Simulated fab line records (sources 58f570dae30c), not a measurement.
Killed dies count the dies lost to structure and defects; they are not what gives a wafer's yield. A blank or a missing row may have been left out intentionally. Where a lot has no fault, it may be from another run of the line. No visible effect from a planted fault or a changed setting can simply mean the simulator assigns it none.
Code-filled problem report in 8D (eight disciplines) form | flow berkeley-cmos170 | the parts of the form that need people (team, actions taken, sign-off) are left out

1. PROBLEM STATEMENT
Mean of chamber-pressure-mTorr at UCB170_CONTACT_ETCH_17: 35.986 mTorr across 2 wafers in 2 lots; on wafers with no fault it is 29.997 mTorr (standard deviation 0.024). That is +99 or more standard deviations from the usual mean.
The step: etches BARC in N2/H2.
Earliest sighting: wafer L628.5 on rie-diel-04 at day 10 06:22. Wafers with a number at this step in the record: 42, from 14 lots. The rule behind "out" and "out of limits": a value lying over 4 standard deviations away from the usual mean. Any other wafer with a number is counted as sound.

2. WHAT IT IS, AND WHAT IT ISN'T
question                    | is                     | is not
which readings at this step | chamber-pressure-mTorr | drypump-motor-current-A, oes-product-au, throttle-valve-pct
which lots                  | L628, L630             | L619, L622, L623, L624, L625, L626, L634, L636, L637, L639, L641, L642
which wafers of those lots  | L628.5, L630.6         | L628.1, L628.6, L630.2, L630.3
read on which tools         | rie-diel-04            | rie-diel-01, rie-diel-03
when                        | from day 10 06:22      | up to then (14 sound wafers); but 26 sound wafers of L625, L626, L630, L634, L636, L637, L639, L641, L642 came after

3. THE SUSPECTS, EACH WITH WHAT RULES IT OUT
Counting: if a tool at a process step up to the reading ran every lot that is out, it stays a suspect. Sound lots after the first of them don't rule it out here, since some wafers of a struck lot are sound.
- rie-diel-04 at UCB170_CONTACT_ETCH_17 (etches BARC in N2/H2): kept. It processed each lot that is out (first: L628, day 10 06:22); up to then, its last sound lot is L622 (day 9 12:38). On those wafers its own readings are out: chamber-pressure-mTorr.
- Within rie-diel-04 at UCB170_CONTACT_ETCH_17: the wafers that are out ran in chamber 1; their sound lot-mates ran in chambers 0, 2, 3.
Remaining after the count: rie-diel-04 at UCB170_CONTACT_ETCH_17.

4. THE CAUSE (what the simulator had put in)
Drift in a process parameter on rie-diel-04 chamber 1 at UCB170_CONTACT_ETCH_17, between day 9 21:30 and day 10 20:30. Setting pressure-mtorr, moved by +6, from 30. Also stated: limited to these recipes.
Only this tool survived the counting.

5. SEQUENCE OF EFFECTS, ordered by route
Each row: a reading whose mean over the struck wafers that have a number lies more than 3 standard deviations from the usual. Only readings for which the record gives a usual standard deviation are gone through. hours: the time from each lot's start at the first step in this table that gives one to its start at this step, as a median over the lots. sigmas: the change in usual standard deviations.
hours | step                   | reading                | usual        | on struck wafers | change | sigmas
0     | UCB170_CONTACT_ETCH_17 | chamber-pressure-mTorr | 29.997 mTorr | 35.986           | +5.989 | +99 or more
Here are the process steps it includes:
- UCB170_CONTACT_ETCH_17: etches BARC in N2/H2.

6. WHAT WOULD HAVE CAUGHT IT SOONER
9 hours passed between the start of the fault at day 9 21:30 and the first reading out of limits in this record, taken at day 10 06:22.
